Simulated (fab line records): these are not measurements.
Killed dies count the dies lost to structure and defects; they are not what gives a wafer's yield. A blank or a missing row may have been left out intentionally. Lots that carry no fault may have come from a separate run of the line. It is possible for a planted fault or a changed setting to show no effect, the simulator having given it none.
A lot that was struck, set against a sound lot	flow rit-cmos	16 steps out of a route of 202
Sound: the wafers L234.1, L234.4, L234.5. The struck wafers were L240.1, L240.3, L240.5. The cause is named last.
Order at every step that has rows: each side's tool, ch and its chambers, its first start. Under that, the readings that differ: sound wafers	struck wafers	difference of the means	sigmas: that difference in standard deviations of wafers without a fault.
alike: readings with means less than 2 such deviations apart, plus words and numbers identical on both sides. not compared: withheld readings, readings lacking a value on some wafer, bounds such as >300 that could conceal the same value, and numbers that have no deviation in the record and whose values overlap.
The two part at a step that has a row with sigmas, a row that says differs or no value, or rows on one side only. When numbers do not overlap yet have no deviation, they are printed without sigmas and do not part them. A reading that every wafer of one side lacks parts them only if that side has two wafers or more.

RIT_PWELL_TW_MEAS_10:
  sound on film-metro-04, day 4 10:38; struck on film-metro-04, day 5 22:52
  alike: PWELL_TW
then, 1 step without rows for these wafers: RIT_WELLDRIVE_ANNEAL_00 (time 14700 s).
RIT_WELLDRIVE_RS_MEAS_01: measures by four-point-probe.
  sound on film-metro-01, day 4 15:49; struck on film-metro-04, day 6 04:00
  alike: NWELL_RS
RIT_WELLDRIVE_RS_MEAS_02: measures by four-point-probe.
  sound on film-metro-01, day 4 15:56; struck on film-metro-04, day 6 04:07
  alike: PWELL_RS
then, 6 steps without rows for these wafers: RIT_NRETRO_HMDS_00 (prime time 60 s); RIT_NRETRO_COAT_01 (resist thk 1300 nm); RIT_NRETRO_SOFTBAKE_02 (time 60 s); RIT_NRETRO_EXPOSE_03 (exposes mask M4, target cd 43900 nm); RIT_NRETRO_PEB_04; RIT_NRETRO_DEVELOP_05 (develop time 68 s).
RIT_NRETRO_OVL_MEAS_06:
  sound on overlay-01, day 4 17:11; struck on overlay-01, day 6 05:07
  alike: NRETRO_OVL
then, 1 step without rows for these wafers: RIT_NRETRO_HARDBAKE_07 (time 120 s).
RIT_NRETRO_IMPLANT_08:
  sound on implanter-03 ch 0, day 4 17:28; struck on implanter-03 ch 0, day 6 05:25
reading	sound	struck	difference	sigmas
beam-energy-keV	70.000 69.999 69.966	45.491 45.492 45.510	-24.491	-99 or more
model.implant.rp-nm (nm)	82.63 82.63 82.63	55.71 55.71 55.71	-26.92	
model.implant.drp-nm (nm)	33.94 33.94 33.94	23.6 23.6 23.6	-10.3	
RIT_NRETRO_STRIP_09: strips in O2, time 180 s.
  sound on plasma-asher-01 ch 0,1, day 4 17:37; struck on plasma-asher-04 ch 1, day 6 05:34
reading	sound	struck	difference	sigmas
drypump-motor-current-A (A)	5.6 6.0 6.0	5.0 5.0 5.0	-0.9	-3
  alike: chamber-pressure-mTorr
  not compared: rf-hours-counter-h
RIT_NRETRO_TW_MEAS_10:
  sound on film-metro-03, day 4 17:48; struck on film-metro-03, day 6 05:59
reading	sound	struck	difference	sigmas
NRETRO_TW	1054 1052 1051	935 932 936	-118	-13
  not compared: hold
RIT_M1_PROBE_99:
  only the struck wafers here have rows in the record (prober-01, day 7 15:23); the sound ones have none

## WHERE THEY PART
First at RIT_NRETRO_IMPLANT_08; last, within this record, at RIT_M1_PROBE_99.

WHY: what had been put in by the simulator
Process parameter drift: implanter-03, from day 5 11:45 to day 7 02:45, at RIT_NRETRO_IMPLANT_08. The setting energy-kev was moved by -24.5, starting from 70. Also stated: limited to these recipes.
